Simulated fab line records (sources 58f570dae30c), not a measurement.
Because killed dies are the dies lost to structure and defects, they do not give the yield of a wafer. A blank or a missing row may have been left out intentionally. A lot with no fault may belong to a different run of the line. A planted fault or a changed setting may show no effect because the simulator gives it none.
Lot-split experiment | flow berkeley-cmos170 | 23 wafers read from 5 lots, route of 331 steps

ABOUT THE SPLIT
At UCB170_ACTIVE_COAT_08 (resist thk 900 nm), the setting spin-rpm was moved away from the recipe's 1500 rpm on 7 of the 23 wafers read, by -5.9% to -5.5%. For the rest of the wafers, this setting stayed at what the recipe calls for.

FROM THE SPLIT TO THE READING: what the file shows between them, 3 steps
- UCB170_ACTIVE_PEB_11 (also split here: peb-temp-c)
- UCB170_ACTIVE_DEVELOP_12: develop time 45 s
- UCB170_ACTIVE_CD_MEAS_13: target cd 1200 nm

THE READING
KrF_of_ACTIVE_COAT_08.thk-nm (the simulator's own value, which no gauge read), in nm, at UCB170_ACTIVE_ETCH_15 (etches Si3N4 in CH3F/Ar/O2, stops on SiO2, target depth 242 nm, time 151 s). The file does not state a usual value for it. The 16 wafers here that ran the recipe average 724.6 nm, standard deviation 4.4 nm.

wafer  | tool, chamber at the split | spin-rpm as run, rpm | against the recipe | KrF_of_ACTIVE_COAT_08.thk-nm, nm | against lot-mates on the recipe
L075.1 | litho-track-03, 0          | 1500                 | recipe             | 716.1                            | -
L075.5 | litho-track-03, 0          | 1500                 | recipe             | 725.9                            | -
L075.6 | litho-track-03, 0          | 1500                 | recipe             | 716.4                            | -
L078.1 | litho-track-03, 0          | 1417                 | -5.5%              | 753                              | +27.9
L078.3 | litho-track-03, 0          | 1417                 | -5.5%              | 754.8                            | +29.7
L078.4 | litho-track-03, 0          | 1500                 | recipe             | 721.6                            | -
L078.5 | litho-track-03, 0          | 1417                 | -5.5%              | 753.2                            | +28.1
L078.6 | litho-track-03, 0          | 1500                 | recipe             | 728.6                            | -
L080.2 | litho-track-02, 0          | 1413                 | -5.8%              | 750.1                            | +25.1
L080.3 | litho-track-02, 0          | 1500                 | recipe             | 725.2                            | -
L080.4 | litho-track-02, 0          | 1413                 | -5.8%              | 758.1                            | +33.1
L080.5 | litho-track-02, 0          | 1500                 | recipe             | 724.6                            | -
L080.6 | litho-track-02, 0          | 1500                 | recipe             | 725.1                            | -
L082.1 | litho-track-04, 0          | 1500                 | recipe             | 722.6                            | -
L082.2 | litho-track-04, 0          | 1500                 | recipe             | 720.2                            | -
L082.3 | litho-track-04, 0          | 1500                 | recipe             | 726.5                            | -
L082.5 | litho-track-04, 0          | 1500                 | recipe             | 724.8                            | -
L082.6 | litho-track-04, 0          | 1500                 | recipe             | 725.2                            | -
L083.1 | litho-track-03, 0          | 1500                 | recipe             | 729.6                            | -
L083.2 | litho-track-03, 0          | 1412                 | -5.9%              | 750.6                            | +20.4
L083.4 | litho-track-03, 0          | 1500                 | recipe             | 727.4                            | -
L083.5 | litho-track-03, 0          | 1412                 | -5.9%              | 757.7                            | +27.5
L083.6 | litho-track-03, 0          | 1500                 | recipe             | 733.7                            | -

FIT RESULTS
A straight line over all 23 wafers: KrF_of_ACTIVE_COAT_08.thk-nm changes by -5.14 nm for each +1% of spin-rpm; r = -0.96; the points scatter about the line by 4.2 nm.
The same after taking each lot's own level away (the mean of its wafers on the recipe; 23 wafers): -4.79 nm for each +1%; r = -0.97; scatter 3.4 nm.
Per that fit: largest spin-rpm move, reading shift of 28 nm.
Measured against the standard deviation above, the lots' own levels, which go from 719.47 to 730.23 nm, span 2.4 times it.
Hence the lot-to-lot level has little effect on the slope; both slopes agree.
Check: for one of the wafers moved furthest among these (-5.9%), held out of the fit, the line's prediction against its lot-mates is +29.5 nm. Against them it came out at +20.4 nm.

OTHER SPLITS ON THESE WAFERS
Note: prior to the reading, these wafers also went through further splits. Each is held against what the fit with the lots' levels taken away leaves over:
other split on the same wafers        | wafers away from the commonest value | r with KrF_of_ACTIVE_COAT_08.thk-nm (lot level and that fit taken away)
UCB170_NWELL_ETCH_13 time-s           | 7                                    | +0.23
UCB170_PWELL_CVD_05 sih2cl2-flow-sccm | 15                                   | +0.26
UCB170_PWELL_DEVELOP_12 dev-temp-c    | 11                                   | +0.10
UCB170_WELLDRIVE_OXIDATION_01 temp-c  | 13                                   | +0.12
UCB170_ACTIVE_PEB_11 peb-temp-c       | 7                                    | -0.32

THE WHOLE CHAIN: every reading that the file lists as answering this split, in the file's order
step                   | what it does                                                               | reading                                                                       | change (the file's fit)              | r (the file's)
UCB170_ACTIVE_COAT_08  | resist thk 900 nm                                                          | KrF_of_ACTIVE_COAT_08.thk-nm (the simulator's own value, which no gauge read) | -4.79 nm for each +1% of the setting | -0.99
UCB170_ACTIVE_ETCH_15  | etches Si3N4 in CH3F/Ar/O2, stops on SiO2, target depth 242 nm, time 151 s | KrF_of_ACTIVE_COAT_08.thk-nm (the simulator's own value, which no gauge read) | -4.74 nm for each +1% of the setting | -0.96
UCB170_ACTIVE_STRIP_16 | strips in O2                                                               | strip-time-to-endpoint-s                                                      | withheld for each +1% of the setting | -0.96

THE FILE'S OWN FIT
KrF_of_ACTIVE_COAT_08.thk-nm changes by -4.74 nm for each +1% of spin-rpm, r = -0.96.
